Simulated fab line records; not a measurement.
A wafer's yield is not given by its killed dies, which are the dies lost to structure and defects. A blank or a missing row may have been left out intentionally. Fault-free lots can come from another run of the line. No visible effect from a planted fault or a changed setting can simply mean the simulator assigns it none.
fab line records | flow rit-cmos
record: lots: 14 wafers: 42 last-day: 7
route steps=202 shown GATE@81 M1@202
lots that met no fault: taken from a fault-free run of the same line
start-h: hours from the record's opening day to when the first of the lot's shown wafers began | wait-h: hours elapsed since this lot's preceding step | " repeats the value in the row above | L1.1+2: a single row standing in for several wafers | - value missing, or start not given | * or withheld: withheld | < > ~ a bound
route shown NAME@n: names a module that has steps shown in the file, with the first one's number in the route | usual: the fault-free wafers' mean and standard deviation | same: alike in all rows | chamber/n: place in a boat | sites: the reading at each site | _std_site: the standard deviation of these | _edge_site: the outer-site mean with the inner-site mean subtracted | radius-mm: for every site, how far away it sits from the centre of the wafer | mask NAME#n: copy n | behind: the last tool/chamber to shape the wafer | hold: cause of the lot's hold/its duration in hours/its outcome | device: the transistor (n, p or np) that didn't switch | end of line: tests run on the same wafers once the route is complete | step lacking rows: just its recipe | killed: dies lost to structure and defects at the first sort, not the wafer's yield | map: the dies of a wafer, with x for killed, . for not killed, _ for no die there
set.NAME: the setting the step ran with; set.NAME@STEP: the setting that earlier step ran with | model.NAME: the simulator's own value behind a step, which no gauge read
steps of the route over a sample of lots; a table a step, a row a wafer
services: when a tool's chamber went out of use (start-h, in hours from the record's first day, below 0 if earlier), for how many hours, and the reason
== steps ==
step: RIT_GATE_OXIDATION_05
recipe: temp-c: 900 ambient: O2 target-thk-a: 30 ox-time-s: 270
usual: spike-tc-centre-C: 902.5/1.1 tube_center_temp_C_max: 902.4/0.41
columns lot.wafer tool chamber start-h wait-h spike-tc-centre-C tube_center_temp_C_max
L294.3 furnace-04 0 37.46 2.4 902.3 902.5
L294.5 " 0 " " 903.6 902.2
L294.6 " 0 " " 904.2 902.1
L296.3 furnace-01 0 43.00 0.0 901.0 901.8
L296.5 " 0 " " 903.5 902.8
L296.6 " 0 " " 903.5 902.9
L297.3 furnace-01 0 51.06 2.4 903.3 902.2
L297.4 " 0 " " 901.5 902.8
L297.6 " 0 " " 902.6 902.5
L298.1 furnace-04 0 54.92 0.1 903.2 903.1
L298.2 " 0 " " 903.1 902.1
L298.3 " 0 " " 904.3 902.6
L299.2 furnace-01 0 68.10 5.0 903.2 902.6
L299.3 " 0 " " 903.0 902.3
L299.6 " 0 " " 901.6 902.6
L302.1 furnace-01 0 83.07 2.5 901.5 902.1
L302.4 " 0 " " 901.7 903.3
L302.5 " 0 " " 902.9 902.8
L303.3 furnace-03 0 85.58 0.2 899.8 902.2
L303.5 " 0 " " 900.8 902.7
L303.6 " 0 " " 900.3 903.4
L304.1 furnace-04 0 88.37 0.1 903.7 902.0
L304.4 " 0 " " 904.3 902.1
L304.6 " 0 " " 903.0 902.2
L305.3 furnace-04 0 94.99 1.3 905.0 902.3
L305.5 " 0 " " 904.3 902.4
L305.6 " 0 " " 904.4 902.0
L306.3 furnace-04 0 94.99 0.8 903.5 902.8
L306.4 " 0 " " 903.0 901.7
L306.6 " 0 " " 903.0 902.4
L308.1 furnace-03 0 107.05 1.4 902.8 902.2
L308.5 " 0 " " 903.5 902.3
L308.6 " 0 " " 902.9 902.7
L309.2 furnace-04 0 109.25 0.2 903.3 902.3
L309.3 " 0 " " 903.3 902.6
L309.5 " 0 " " 904.1 902.7
L311.3 furnace-01 0 122.97 1.2 902.4 901.7
L311.5 " 0 " " 903.2 902.0
L311.6 " 0 " " 902.3 903.4
L312.4 furnace-04 0 126.35 0.0 901.8 902.0
L312.5 " 0 " " 902.0 901.8
L312.6 " 0 " " 904.0 902.7
step: RIT_GATE_THK_MEAS_07
recipe: reads: SiO2_of_GATE_OXIDATION_05
usual: GATE_OXIDE_THK: 3.02/0.062
columns lot.wafer tool chamber start-h wait-h GATE_OXIDE_THK[nm]
L294.3 film-metro-01 - 38.99 0.0 3.12
L294.5 " - " " 3.12
L294.6 " - " " 3.11
L296.3 film-metro-04 - 44.34 0.0 3.03
L296.5 " - " " 3.12
L296.6 " - " " 3.09
L297.3 film-metro-03 - 54.36 0.0 3.08
L297.4 " - " " 3.05
L297.6 " - " " 3.11
L298.1 film-metro-04 - 56.24 0.0 3.11
L298.2 " - " " 3.01
L298.3 " - " " 3.00
L299.2 film-metro-04 - 69.47 0.0 3.03
L299.3 " - " " 3.08
L299.6 " - " " 3.11
L302.1 film-metro-03 - 84.85 0.0 2.96
L302.4 " - " " 3.00
L302.5 " - " " 2.98
L303.3 film-metro-04 - 88.24 0.0 3.00
L303.5 " - " " 2.97
L303.6 " - " " 3.00
L304.1 film-metro-04 - 89.69 0.0 3.03
L304.4 " - " " 3.00
L304.6 " - " " 3.06
L305.3 film-metro-03 - 99.98 0.0 3.04
L305.5 " - " " 3.01
L305.6 " - " " 3.06
L306.3 film-metro-01 - 99.98 0.0 2.94
L306.4 " - " " 3.01
L306.6 " - " " 2.96
L308.1 film-metro-01 - 109.25 0.0 3.02
L308.5 " - " " 2.97
L308.6 " - " " 3.01
L309.2 film-metro-04 - 111.90 0.0 2.71
L309.3 " - " " 2.75
L309.5 " - " " 2.76
L311.3 film-metro-04 - 124.55 0.0 3.10
L311.5 " - " " 3.11
L311.6 " - " " 3.08
L312.4 film-metro-01 - 127.71 0.0 2.82
L312.5 " - " " 2.65
L312.6 " - " " 2.76
step: RIT_M1_PROBE_99
usual: killed-at-contacts: 0.1/0.23 killed-at-front-end: 6/3.1 killed-dies: 6/3.1 killed-open: 3.2/1.9 killed-short: 3.2/2.1
same: gross-dies: 264 killed_at_M0_to_M3: 0 killed_at_M4_up: 0 killed-at-back-side: 0 killed-at-other: 0
columns lot.wafer tool chamber start-h wait-h killed-at-contacts killed-at-front-end killed-dies killed-open killed-short
L302.1 prober-02 - 108.72 0.1 0 7 7 4 3
L302.4 prober-02 - 108.87 0.2 1 5 6 2 4
L302.5 prober-02 - 108.92 0.2 1 6 7 3 4
L303.3 prober-01 - 111.66 0.2 0 2 2 1 1
L303.5 prober-01 - 111.76 0.2 0 4 4 2 2
L303.6 prober-01 - 111.81 0.2 0 3 3 0 3
L304.1 prober-02 - 115.10 0.1 0 4 4 2 2
L304.4 prober-02 - 115.25 0.2 0 10 10 6 4
L304.6 prober-02 - 115.35 0.2 0 12 12 5 7
L305.3 prober-01 - 123.03 0.2 0 4 4 4 0
L305.5 prober-01 - 123.13 0.2 0 10 10 5 4
L305.6 prober-01 - 123.18 0.2 0 5 5 3 2
L309.2 prober-02 - 159.09 0.3 0 4 4 3 1
L309.3 prober-02 - 159.14 0.3 0 8 8 5 3
L309.5 prober-02 - 159.24 0.4 1 6 7 2 5
killed by level:class
L302.1 REOX:geometric-particle:open=3 GATE:geometric-particle:short=2 GATE:geometric-particle:open=1 SPACER:geometric-particle:short=1
L302.4 GATE:geometric-particle:open=2 GATE:geometric-particle:short=2 FOX2:geometric-particle:short=1 CONTACT:geometric-particle:short=1
L302.5 SPACER:geometric-particle:open=2 FOX1:geometric-particle:short=1 FOX2:geometric-particle:open=1 FOX2:geometric-particle:short=1 GATE:geometric-particle:short=1 CONTACT:geometric-particle:short=1
L303.3 GATE:geometric-particle:open=1 SILICIDE:geometric-particle:short=1
L303.5 FOX1:geometric-particle:open=1 FOX2:geometric-particle:open=1 SPACER:geometric-particle:short=1 SILICIDE:geometric-particle:short=1
L303.6 GATE:geometric-particle:short=1 SPACER:geometric-particle:short=1 SILICIDE:geometric-particle:short=1
L304.1 GATE:geometric-particle:open=2 GATE:geometric-particle:short=1 SILICIDE:geometric-particle:short=1
L304.4 GATE:geometric-particle:open=4 REOX:geometric-particle:open=2 FOX1:geometric-particle:short=1 FOX2:geometric-particle:short=1 GATE:geometric-particle:short=1 REOX:geometric-particle:short=1
L304.6 GATE:geometric-particle:short=5 GATE:geometric-particle:open=4 FOX1:geometric-particle:short=2 REOX:geometric-particle:open=1
L305.3 FOX1:geometric-particle:open=2 REOX:geometric-particle:open=2
L305.5 GATE:geometric-particle:open=3 ACTIVE:geometric-particle:short=1 FOX2:geometric-particle:open=1 FOX2:geometric-particle:short=1 GATE:geometric-particle:short=1 REOX:geometric-particle:open=1 REOX:geometric-particle:short=1 PLDD:coat-microbubble-printed=1
L305.6 GATE:geometric-particle:open=3 GATE:geometric-particle:short=1 REOX:geometric-particle:short=1
L309.2 GATE:geometric-particle:open=1 GATE:geometric-particle:short=1 REOX:geometric-particle:open=1 SPACER:geometric-particle:open=1
L309.3 GATE:geometric-particle:open=4 FOX1:geometric-particle:open=1 FOX2:geometric-particle:short=1 REOX:geometric-particle:short=1 SILICIDE:geometric-particle:short=1
L309.5 FOX2:geometric-particle:short=2 GATE:geometric-particle:short=2 GATE:geometric-particle:open=1 SPACER:geometric-particle:short=1 CONTACT:geometric-particle:open=1
== services ==
columns tool chamber start-h hours kind
furnace-04 - 62.55 2.7 pm
furnace-01 - 81.33 1.7 pm
== key ==
first-sign: step: RIT_GATE_THK_MEAS_07 reading: GATE_OXIDE_THK direction: down sigmas: 4.5 usual: 3.02 struck: 2.74
effect none on later readings
met-at RIT_GATE_OXIDATION_05
struck-lots L309,L312
tester-left-out L309,L312
onset-between 94.99 109.25
fault: kind: process-parameter-drift tool: furnace-04 chamber: - onset-h: 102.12 steps: RIT_GATE_OXIDATION_05 channel: ox-time-s offset: * shape: step end-h: 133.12 acts-in: * stated: *
tester-left-out: of these lots the tester's yield and bins aren't shown, on N5 and GAA mostly nor the transistor test; their killed dies are dies lost to structure and defects alone, not to doping, threshold or leakage, so they don't give the yield
